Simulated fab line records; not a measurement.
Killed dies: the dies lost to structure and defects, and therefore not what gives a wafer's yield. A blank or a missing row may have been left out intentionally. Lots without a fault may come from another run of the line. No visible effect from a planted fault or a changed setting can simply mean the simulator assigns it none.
Which tool was responsible? + flow berkeley_cmos170 + Sampling: 14 lots, 42 wafers, 3 of 331 route steps

== WHAT THE GAUGES SHOWED, per wafer ==
UCB170_V1_BOW_MEAS_03. Usual: V1_BOW 20 um, standard deviation 6.6.
| lot  | measured     | on            | V1_BOW (um) | flag |
|------|--------------|---------------|-------------|------|
| L470 | day 7 07:58  | film_metro-04 | 16 5 16     |      |
| L469 | day 7 08:34  | film_metro-03 | 16 16 24    |      |
| L471 | day 7 08:23  | film_metro-03 | 10 17 13    |      |
| L472 | day 7 08:50  | film_metro-04 | 18 26 14    |      |
| L474 | day 7 23:22  | film_metro-02 | 20 28 22    |      |
| L475 | day 7 23:22  | film_metro-04 | 22 21 36    |      |
| L476 | day 8 07:58  | film_metro-02 | 26 6 22     |      |
| L477 | day 8 12:48  | film_metro-03 | 28 37 29    |      |
| L478 | day 8 16:45  | film_metro-02 | 21 19 27    |      |
| L480 | day 9 04:32  | film_metro-02 | 16 23 36    |      |
| L479 | day 9 04:32  | film_metro-04 | 23 22 27    |      |
| L486 | day 10 08:36 | film_metro-03 | 18 32 19    |      |
| L489 | day 11 08:58 | film_metro-03 | 26 11 23    |      |
| L490 | day 11 16:33 | film_metro-03 | 13 19 23    |      |

UCB170_V2_THK_MEAS_01. Usual: V2_TEOS_THK 2002 nm, standard deviation 26.
| lot  | measured     | on            | V2_TEOS_THK (nm) | flag |
|------|--------------|---------------|------------------|------|
| L470 | day 7 13:38  | film_metro-04 | 2001 2010 2024   |      |
| L469 | day 7 14:25  | film_metro-02 | 1984 1986 1994   |      |
| L471 | day 7 14:17  | film_metro-01 | 1990 1972 1998   |      |
| L472 | day 7 14:32  | film_metro-04 | 1998 2006 2040   |      |
| L474 | day 8 04:09  | film_metro-01 | 1981 2007 1978   |      |
| L475 | day 8 04:11  | film_metro-02 | 1967 2006 2009   |      |
| L476 | day 8 15:08  | film_metro-04 | 1977 1966 2043   |      |
| L477 | day 8 18:07  | film_metro-04 | 1990 2015 2035   |      |
| L478 | day 8 22:15  | film_metro-02 | 1995 2002 1995   |      |
| L480 | day 9 09:22  | film_metro-04 | 1993 2009 2025   |      |
| L479 | day 9 09:45  | film_metro-01 | 2006 1972 1993   |      |
| L486 | day 10 16:37 | film_metro-01 | 2036 2018 2040   |      |
| L489 | day 11 14:22 | film_metro-02 | 1951 2007 1989   |      |
| L490 | day 12 02:22 | film_metro-04 | 2032 2004 2034   |      |

== EACH LOT AND THE TOOL THAT RAN IT (in order: tool; ch and the chambers of the sampled wafers; start) ==
| lot  | UCB170_M1_SPUTTER_00         |
|------|------------------------------|
| L470 | pvd_sputter-01, day 6 23:04  |
| L469 | pvd_sputter-03, day 7 00:16  |
| L471 | pvd_sputter-01, day 7 01:45  |
| L472 | pvd_sputter-03, day 7 02:29  |
| L474 | pvd_sputter-04, day 7 14:49  |
| L475 | pvd_sputter-01, day 7 15:01  |
| L476 | pvd_sputter-04, day 8 02:23  |
| L477 | pvd_sputter-03, day 8 05:21  |
| L478 | pvd_sputter-04, day 8 11:07  |
| L480 | pvd_sputter-04, day 8 20:52  |
| L479 | pvd_sputter-03, day 8 22:28  |
| L486 | pvd_sputter-01, day 10 04:04 |
| L489 | pvd_sputter-01, day 11 01:23 |
| L490 | pvd_sputter-04, day 11 07:14 |
- UCB170_M1_SPUTTER_00: material Al, target thk 600 nm, time 80 s.

== WHAT THE TOOLS THEMSELVES READ (means of the sampled wafers that have a number; where no wafer has one, the mark that the record gives instead) ==
UCB170_M1_SPUTTER_00. Usual: throttle_valve_pct at 30.0 %, with a standard deviation of 1.3.
| lot  | tool           | throttle_valve_pct (%) | flag |
|------|----------------|------------------------|------|
| L470 | pvd_sputter-01 | 30.3                   |      |
| L469 | pvd_sputter-03 | 30.6                   |      |
| L471 | pvd_sputter-01 | 29.4                   |      |
| L472 | pvd_sputter-03 | 30.9                   |      |
| L474 | pvd_sputter-04 | 29.2                   |      |
| L475 | pvd_sputter-01 | 29.8                   |      |
| L476 | pvd_sputter-04 | 29.7                   |      |
| L477 | pvd_sputter-03 | 31.6                   |      |
| L478 | pvd_sputter-04 | 30.2                   |      |
| L480 | pvd_sputter-04 | 28.1                   |      |
| L479 | pvd_sputter-03 | 31.1                   |      |
| L486 | pvd_sputter-01 | 29.7                   |      |
| L489 | pvd_sputter-01 | 29.6                   |      |
| L490 | pvd_sputter-04 | 30.2                   |      |

== THE ANSWER, worked out from the rows above alone ==
Rule: take the mean of a lot's wafers that have a number; if it is more than 3 standard deviations from the usual mean, the lot is off. Also off: a lot with no number at a reading for which 4 or more lots have one. The other lots that the step has rows for count as sound. The gauges are gone through in route order, then the tools' own readings, and for those a lot's mean is taken as printed above. The first step at which some lot is off is used, and at that step the reading that is off furthest; a lot without a number counts as furthest.
Nothing can be told from this: no lot is off at any reading shown.

== WHAT THE SIMULATOR PUT IN ==
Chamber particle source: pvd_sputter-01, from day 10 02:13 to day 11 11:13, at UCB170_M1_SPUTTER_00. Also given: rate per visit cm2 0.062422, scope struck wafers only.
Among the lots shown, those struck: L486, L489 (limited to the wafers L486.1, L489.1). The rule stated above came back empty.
